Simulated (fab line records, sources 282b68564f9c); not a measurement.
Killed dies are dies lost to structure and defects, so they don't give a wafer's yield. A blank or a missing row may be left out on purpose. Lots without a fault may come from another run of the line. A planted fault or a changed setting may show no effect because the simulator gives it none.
Problem report in the 8D (eight disciplines) form, filled by code | flow rit_cmos | the parts of the form that need people (team, actions taken, sign-off) are left out

1. THE PROBLEM
killed_at_front_end at RIT_M1_PROBE_99 reads a mean of 28 on 3 wafers of 2 lots; wafers without a fault read 7 with a standard deviation of 3.4. That is +6.1 standard deviations from the usual mean.
First seen on wafer L930.2, day 5 22:39, on prober-01. The record holds 9 wafers of 3 lots with a number at this step. Rule for "out", or "out of limits": more than 4 standard deviations from the usual mean. The other wafers with a number count as sound.

2. WHAT IT IS AND WHAT IT IS NOT
question                    | is                                              | is not
which readings at this step | killed_at_front_end, killed_dies, killed_on_rim | killed_at_M0_to_M3, killed_at_contacts, killed_short
which lots                  | L930, L931                                      | L939
which wafers of those lots  | L930.2, L930.5, L931.5                          | L930.1, L931.4, L931.6
read on which tools         | prober-01, prober-02                            | -
when                        | from day 5 22:39                                | up to then (1 sound wafer); but 5 sound wafers of L931, L939 came after

3. SUSPECTS, AND WHAT RULES EACH OUT
Counting: a tool at a process step up to the reading stays a suspect if it ran every lot that is out. Sound lots after the first of them don't rule it out here, since some wafers of a struck lot are sound.
- plasma_asher-03 at RIT_NRETRO_STRIP_09 (strips in O2, time 180 s): kept. It ran every lot that is out, first L930 (day 4 15:50).
- Within plasma_asher-03 at RIT_NRETRO_STRIP_09: the wafers that are out ran in chamber 0; their sound lot-mates ran in chamber 1.
Left after counting: plasma_asher-03 at RIT_NRETRO_STRIP_09.

4. THE CAUSE (what the simulator had put in)
Chamber particle source: plasma_asher-03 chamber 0, from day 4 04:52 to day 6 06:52, at RIT_NRETRO_STRIP_09. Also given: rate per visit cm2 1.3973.
Counting left only this tool.

5. THE CHAIN OF EFFECTS, in route order
Each row: a reading whose mean over the struck wafers that have a number lies more than 3 standard deviations from the usual. Only readings for which the record gives a usual standard deviation are gone through. hours: the time from each lot's start at the first step in this table that gives one to its start at this step, as a median over the lots. sigmas: the change in usual standard deviations.
hours | step            | reading             | usual | on struck wafers | change | sigmas
0     | RIT_M1_PROBE_99 | killed_at_front_end | 7     | 28               | +21    | +6.1
0     | RIT_M1_PROBE_99 | killed_dies         | 7     | 28               | +21    | +6.1
0     | RIT_M1_PROBE_99 | killed_on_rim       | 1.8   | 10.7             | +8.9   | +6.8
The process steps in it:
- RIT_M1_PROBE_99

6. WHAT WOULD HAVE CAUGHT IT SOONER
In this record the first reading out of limits was taken at day 5 22:39, 42 hours after the fault began at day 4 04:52.
Of the tool readings at RIT_NRETRO_STRIP_09 for which the record gives a usual standard deviation, none was out on any struck wafer, so an alarm limit of 4 standard deviations on them would not have fired.
All the lots that are out (2) had begun RIT_NRETRO_STRIP_09 on plasma_asher-03 by day 5 22:39. A hold on the tool at that time would have spared none of them.
